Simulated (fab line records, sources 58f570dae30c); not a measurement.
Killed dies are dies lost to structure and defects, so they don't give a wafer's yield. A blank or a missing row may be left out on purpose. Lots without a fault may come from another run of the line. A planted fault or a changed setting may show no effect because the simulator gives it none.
Which tool did it? | flow berkeley_cmos170 | 15 lots, 45 wafers sampled, at 3 steps of a route of 331

WHAT THE GAUGES READ, wafer by wafer
UCB170_ACTIVE_CD_MEAS_90: target cd 1200 nm. Usual: cd_nm 1199.6 nm, standard deviation 1.5.
lot  | measured    | on        | cd_nm (nm)           | flag
L424 | day 5 00:12 | cd_sem-02 | 1200.0 1197.7 1196.8 |
L425 | day 5 06:25 | cd_sem-01 | 1198.4 1197.0 1198.7 |
L427 | day 5 06:11 | cd_sem-01 | 1199.1 1199.6 1199.3 |
L426 | day 5 05:53 | cd_sem-01 | 1200.3 1200.3 1199.5 |
L428 | day 5 20:23 | cd_sem-02 | 1198.7 1197.3 1196.4 |
L429 | day 5 20:37 | cd_sem-01 | 1197.1 1197.7 1198.1 |
L431 | day 6 11:55 | cd_sem-01 | 1199.3 1200.7 1200.5 |
L432 | day 6 12:07 | cd_sem-02 | 1201.8 1201.2 1201.1 |
L433 | day 7 17:36 | cd_sem-02 | 1201.9 1203.8 1201.9 |
L435 | day 7 00:47 | cd_sem-02 | 1202.9 1200.8 1200.8 |
L438 | day 7 23:55 | cd_sem-01 | 1199.0 1200.1 1201.3 |
L437 | day 7 16:40 | cd_sem-01 | 1200.2 1200.4 1199.2 |
L440 | day 8 05:50 | cd_sem-01 | 1199.4 1198.9 1198.9 |
L441 | day 8 05:49 | cd_sem-02 | 1198.3 1199.5 1198.6 |
L446 | day 9 05:47 | cd_sem-01 | 1200.9 1202.0 1202.8 |

UCB170_PFIELD_OVL_MEAS_06. Usual: PFIELD_OVL 1 nm, standard deviation 6.8.
lot  | measured    | on         | PFIELD_OVL (nm) | flag
L424 | day 5 04:04 | overlay-02 | -4 4 -1         |
L425 | day 5 07:55 | overlay-02 | -10 -8 -7       |
L427 | day 5 07:37 | overlay-01 | 0 6 -5          |
L426 | day 5 07:28 | overlay-01 | 1 -6 7          |
L428 | day 5 23:25 | overlay-01 | -8 -2 -3        |
L429 | day 6 00:16 | overlay-01 | 5 -3 1          |
L431 | day 6 13:41 | overlay-01 | 11 13 10        |
L432 | day 6 14:24 | overlay-01 | -5 -2 -7        |
L433 | day 7 21:34 | overlay-01 | -16 -9 -11      |
L435 | day 7 02:20 | overlay-01 | 11 5 9          |
L438 | day 8 02:16 | overlay-01 | 5 -4 5          |
L437 | day 7 21:31 | overlay-02 | 0 3 8           |
L440 | day 8 08:08 | overlay-01 | 4 11 4          |
L441 | day 8 08:41 | overlay-01 | -4 -6 -7        |
L446 | day 9 07:04 | overlay-01 | -7 1 -5         |

WHICH TOOL RAN EACH LOT (tool, then ch and the chambers of the sampled wafers, then the start)
lot  | UCB170_ZERO_ETCH_06
L424 | rie_diel-02 ch 2,3, day 1 23:55
L425 | rie_diel-01 ch 0,1,2, day 2 00:10
L427 | rie_diel-04 ch 0,2,3, day 2 08:41
L426 | rie_diel-02 ch 0,1,2, day 2 08:55
L428 | rie_diel-04 ch 1,2, day 2 18:18
L429 | rie_diel-01 ch 0,2,3, day 3 00:18
L431 | rie_diel-02 ch 0,2,3, day 3 06:38
L432 | rie_diel-02 ch 0,2,3, day 3 17:07
L433 | rie_diel-04 ch 0,2,3, day 4 00:19
L435 | rie_diel-04 ch 1,2, day 4 05:31
L438 | rie_diel-01 ch 1,2,3, day 4 18:55
L437 | rie_diel-02 ch 2,3, day 4 19:07
L440 | rie_diel-02 ch 0,3, day 5 04:20
L441 | rie_diel-02 ch 0,1,3, day 5 11:03
L446 | rie_diel-04 ch 0,1,3, day 6 10:57
- UCB170_ZERO_ETCH_06: etches SiO2 in CHF3/CF4/Ar, time 12 s.

WHAT THE TOOLS THEMSELVES READ (means of the sampled wafers that have a number; where no wafer has one, the mark that the record gives instead)
UCB170_ZERO_ETCH_06. Usual: drypump_motor_current_A 5.7 A, standard deviation 0.45; oes_product_au 0.625 a.u., standard deviation 0.0076; rf_fwd_power_W 491 W, standard deviation 3.1; throttle_valve_pct 9.22 %, standard deviation 0.091.
lot  | tool        | drypump_motor_current_A (A) | oes_product_au (a.u.) | rf_fwd_power_W (W) | throttle_valve_pct (%) | flag
L424 | rie_diel-02 | 5.4                         | 0.630                 | 490                | 9.17                   |
L425 | rie_diel-01 | 5.4                         | 0.623                 | 493                | 9.23                   |
L427 | rie_diel-04 | 5.9                         | 0.626                 | 491                | 9.20                   |
L426 | rie_diel-02 | 5.6                         | 0.624                 | 488                | 9.24                   |
L428 | rie_diel-04 | 5.9                         | 0.632                 | 492                | 9.20                   |
L429 | rie_diel-01 | 5.6                         | 0.621                 | 493                | 9.18                   |
L431 | rie_diel-02 | 5.6                         | 0.630                 | 489                | 9.18                   |
L432 | rie_diel-02 | 5.6                         | 0.627                 | 487                | 9.17                   |
L433 | rie_diel-04 | 6.0                         | 0.627                 | 490                | 9.20                   |
L435 | rie_diel-04 | 5.9                         | 0.634                 | 492                | 9.20                   |
L438 | rie_diel-01 | 5.5                         | 0.621                 | 491                | 9.27                   |
L437 | rie_diel-02 | 5.1                         | 0.632                 | 490                | 9.12                   |
L440 | rie_diel-02 | 6.0                         | 0.633                 | 490                | 9.21                   |
L441 | rie_diel-02 | 5.9                         | 0.629                 | 489                | 9.28                   |
L446 | rie_diel-04 | 6.0                         | 0.627                 | 492                | 9.19                   |

THE ANSWER, worked out from the rows above alone
Rule: a lot is off if the mean of its wafers that have a number lies more than 3 standard deviations from the usual mean. A lot without any number at a reading at which 4 lots or more have one is off too. The other lots that the step has rows for count as sound. The gauges are gone through in route order, then the tools' own readings, and for those a lot's mean is taken as printed above. The first step at which some lot is off is used, and at that step the reading that is off furthest; a lot without a number counts as furthest.
No lot is off at any reading shown: from this, nothing can be told.

WHAT THE SIMULATOR HAD PUT IN
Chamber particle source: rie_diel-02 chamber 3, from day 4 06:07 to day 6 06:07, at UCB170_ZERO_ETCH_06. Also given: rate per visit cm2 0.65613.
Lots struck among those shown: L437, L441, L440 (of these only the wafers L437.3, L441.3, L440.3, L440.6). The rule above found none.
